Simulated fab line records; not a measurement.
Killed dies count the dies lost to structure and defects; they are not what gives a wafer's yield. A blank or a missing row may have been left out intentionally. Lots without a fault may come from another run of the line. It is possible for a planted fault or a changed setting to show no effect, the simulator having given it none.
Problem report in the 8D (eight disciplines) form, filled by code || flow berkeley-cmos170 || the parts of the form that need people (team, actions taken, sign-off) are left out

1. THE PROBLEM
M1_AL_RS at UCB170_M1_RS_MEAS_01 reads a mean of 0.0419 ohm/sq on 2 wafers of 1 lot; wafers without a fault read 0.0487 ohm/sq with a standard deviation of 0.00049. That is -14 standard deviations from the usual mean.
The step: measures by four-point-probe.
Earliest sighting: wafer L491.4 on film-metro-02 at day 11 07:38. The record has a number at this step for 39 wafers belonging to 13 lots. By rule, "out" or "out of limits" means more than 4 standard deviations away from the usual mean. Any other wafer with a number is counted as sound.

2. WHAT IT IS AND WHAT IT IS NOT
{"question": "which readings at this step", "is": "M1_AL_RS", "is not": "-"}
{"question": "which lots", "is": "L491", "is not": "L476, L477, L478, L479, L480, L483, L485, L486, L488, L490, L497, L499"}
{"question": "which wafers of those lots", "is": "L491.4, L491.6", "is not": "L491.2"}
{"question": "read on which gauges", "is": "film-metro-02", "is not": "film-metro-01, film-metro-03"}
{"question": "when", "is": "from day 11 07:38", "is not": "up to then (31 sound wafers); but 6 sound wafers of L497, L499 came after"}

3. SUSPECTS, AND WHAT RULES EACH OUT
Counting: a tool at a process step up to the reading stays a suspect if it ran every lot that is out. Sound lots after the first of them don't rule it out here, since some wafers of a struck lot are sound.
- the gauge at UCB170_M1_RS_MEAS_01: ruled out. All the wafers that are out were read on film-metro-02, but those of them that UCB170_M1_SPUTTER_00 has rows for are out there too, on other tools.
- rtp-anneal-01 at UCB170_SILICIDE_RTA_04 (time 15 s): kept. It processed L491, the lot that is out, at day 10 22:59, and its most recent sound lot before then was L488 at day 10 10:38.
- pvd-sputter-04 at UCB170_M1_SPUTTER_00 (material Al, target thk 600 nm, time 80 s): kept. It processed L491, the lot that is out, at day 11 07:34, and its most recent sound lot before then was L485 at day 10 05:25. Its own readings are out on those wafers: cathode-dc-power-W.
The count leaves pvd-sputter-04 at UCB170_M1_SPUTTER_00 and rtp-anneal-01 at UCB170_SILICIDE_RTA_04.

4. THE CAUSE (what the simulator had put in)
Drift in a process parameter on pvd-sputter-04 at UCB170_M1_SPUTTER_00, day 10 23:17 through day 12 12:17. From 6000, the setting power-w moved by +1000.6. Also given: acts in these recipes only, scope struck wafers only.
This tool is one of the 2 suspects left after counting.

5. THE CHAIN OF EFFECTS, in route order
Rows list readings where the struck wafers' mean (over those with a number) sits beyond 3 standard deviations from the usual. Only readings whose record carries a usual standard deviation are examined. hours: median over the lots of the time between each lot's start at the first step of this table that gives one and its start at this step. sigmas: the change, counted in usual standard deviations.
{"hours": 0, "step": "UCB170_M1_SPUTTER_00", "reading": "cathode-dc-power-W", "usual": "5999.9 W", "on struck wafers": 7000.3, "change": "+1000.4", "sigmas": "+99 or more"}
{"hours": 0, "step": "UCB170_M1_RS_MEAS_01", "reading": "M1_AL_RS", "usual": "0.0487 ohm/sq", "on struck wafers": 0.0419, "change": -0.0068, "sigmas": -14}
{"hours": 0, "step": "UCB170_M1_THK_MEAS_02", "reading": "M1_AL_THK", "usual": "601 nm", "on struck wafers": 692, "change": "+91", "sigmas": "+14"}
{"hours": 2, "step": "UCB170_M1_METAL_ETCH_12", "reading": "oes-product-au", "usual": "0.849 a.u.", "on struck wafers": 0.924, "change": "+0.075", "sigmas": "+5.8"}
Process steps it contains:
- UCB170_M1_SPUTTER_00: material Al, target thk 600 nm, time 80 s.
- UCB170_M1_METAL_ETCH_12: etches Al in Cl2/BCl3, stops on PSG, target depth 780 nm, time 130 s.

6. HOW IT WOULD HAVE BEEN CAUGHT EARLIER
In this record the first reading out of limits at a measuring or inspecting step was taken at day 11 07:38, 8 hours after the fault began at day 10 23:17.
The tool's own readings at UCB170_M1_SPUTTER_00 were out on every struck wafer that the step has a row for (cathode-dc-power-W): an alarm limit on them would have fired on the first of those.
By day 11 07:38 the whole set of lots that are out, 1 in number, had already begun UCB170_M1_SPUTTER_00 on pvd-sputter-04. Holding the tool at that point would not have protected any of them.
